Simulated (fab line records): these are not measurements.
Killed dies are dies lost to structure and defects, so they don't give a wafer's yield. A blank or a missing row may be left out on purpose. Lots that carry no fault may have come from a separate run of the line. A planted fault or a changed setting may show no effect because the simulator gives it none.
Lot-split experiment ; flow berkeley_cmos170 ; on a route of 331 steps: 5 lots, 23 wafers read

== THE SPLIT ==
At UCB170_M3_METAL_ETCH_18 (etches Al in Cl2/BCl3, stops on SiO2, target depth 1170 nm, time 195 s), the setting over_etch_frac was moved away from the recipe's 0.3 on 8 of the 23 wafers read, by -29.2% to +21.5%. For the rest of the wafers, this setting stayed at what the recipe calls for.

No step appears in the file between the split and the reading.

== THE READING ==
oes_product_au, in a.u., at UCB170_M3_STRIP_19 (strips in O2). Typical for fault-free wafers on this fab line: 0.546 a.u., with standard deviation 0.0078 a.u.

wafer;tool, chamber at the split;over_etch_frac as run;against the recipe;oes_product_au, a.u.;against lot-mates on the recipe
L076.1;rie_metal-03, 0;0.3;recipe;0.535;-
L076.2;rie_metal-03, 1;0.3;recipe;0.555;-
L076.3;rie_metal-03, 0;0.3;recipe;0.535;-
L076.4;rie_metal-03, 1;0.3645;+21.5%;0.514;-0.028
L076.5;rie_metal-03, 0;0.3645;+21.5%;0.501;-0.041
L078.2;rie_metal-02, 0;0.2467;-17.8%;0.576;+0.033
L078.3;rie_metal-02, 1;0.3;recipe;0.537;-
L078.4;rie_metal-02, 0;0.3;recipe;0.547;-
L078.5;rie_metal-02, 0;0.3;recipe;0.544;-
L078.6;rie_metal-02, 1;0.2467;-17.8%;0.578;+0.035
L079.1;rie_metal-04, 1;0.3;recipe;0.550;-
L079.2;rie_metal-04, 0;0.353;+17.7%;0.511;-0.037
L079.4;rie_metal-04, 1;0.353;+17.7%;0.512;-0.036
L079.5;rie_metal-04, 1;0.3;recipe;0.547;-
L079.6;rie_metal-04, 0;0.3;recipe;0.546;-
L080.1;rie_metal-03, 0;0.2123;-29.2%;0.593;+0.042
L080.2;rie_metal-03, 1,0;0.3;recipe;0.561;-
L080.3;rie_metal-03, 1;0.2123;-29.2%;0.601;+0.050
L080.5;rie_metal-03, 1,0;0.3;recipe;0.542;-
L080.6;rie_metal-03, 1;0.3;recipe;0.551;-
L082.2;rie_metal-04, 1;0.3;recipe;0.554;-
L082.4;rie_metal-04, 0;0.3;recipe;0.548;-
L082.6;rie_metal-04, 0;0.3;recipe;0.546;-
If several chambers appear in one row, that row covers several wafers at once and the file leaves open which wafer was in which chamber.

THE FIT
A straight line over all 23 wafers: oes_product_au changes by -0.00179 a.u. for each +1% of over_etch_frac; r = -0.97; the points scatter about the line by 0.0065 a.u.
The same after taking each lot's own level away (the mean of its wafers on the recipe; 23 wafers): -0.00171 a.u. for each +1%; r = -0.97; scatter 0.0062 a.u.
According to that fit, moving over_etch_frac by its largest amount changes the reading by 0.05 a.u.
Across the lots, their own levels run from 0.5417 to 0.5513 a.u., a range of 1.2 times the standard deviation given above.
The two slopes agree, so the slope changes little with the lot-to-lot level.
Check: with one of the wafers moved furthest among these (-29.2%) left out of the fit, the line predicts +0.0523 a.u. for it against its lot-mates. It came out at +0.0417 a.u. against them.

== THE WHOLE CHAIN: every reading that the file lists as answering this split, in the file's order ==
step;what it does;reading;change (the file's fit);r (the file's)
UCB170_M3_METAL_ETCH_18;etches Al in Cl2/BCl3, stops on SiO2, target depth 1170 nm, time 195 s;KrF_of_M3_COAT_10.thk_nm (the simulator's own value, which no gauge read);-1.58 nm for each +1% of the setting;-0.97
UCB170_M3_STRIP_19;strips in O2;oes_product_au;-0.00171 a.u. for each +1% of the setting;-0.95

== THE FILE'S OWN FIT ==
oes_product_au changes by -0.00171 a.u. for each +1% of over_etch_frac, r = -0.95.
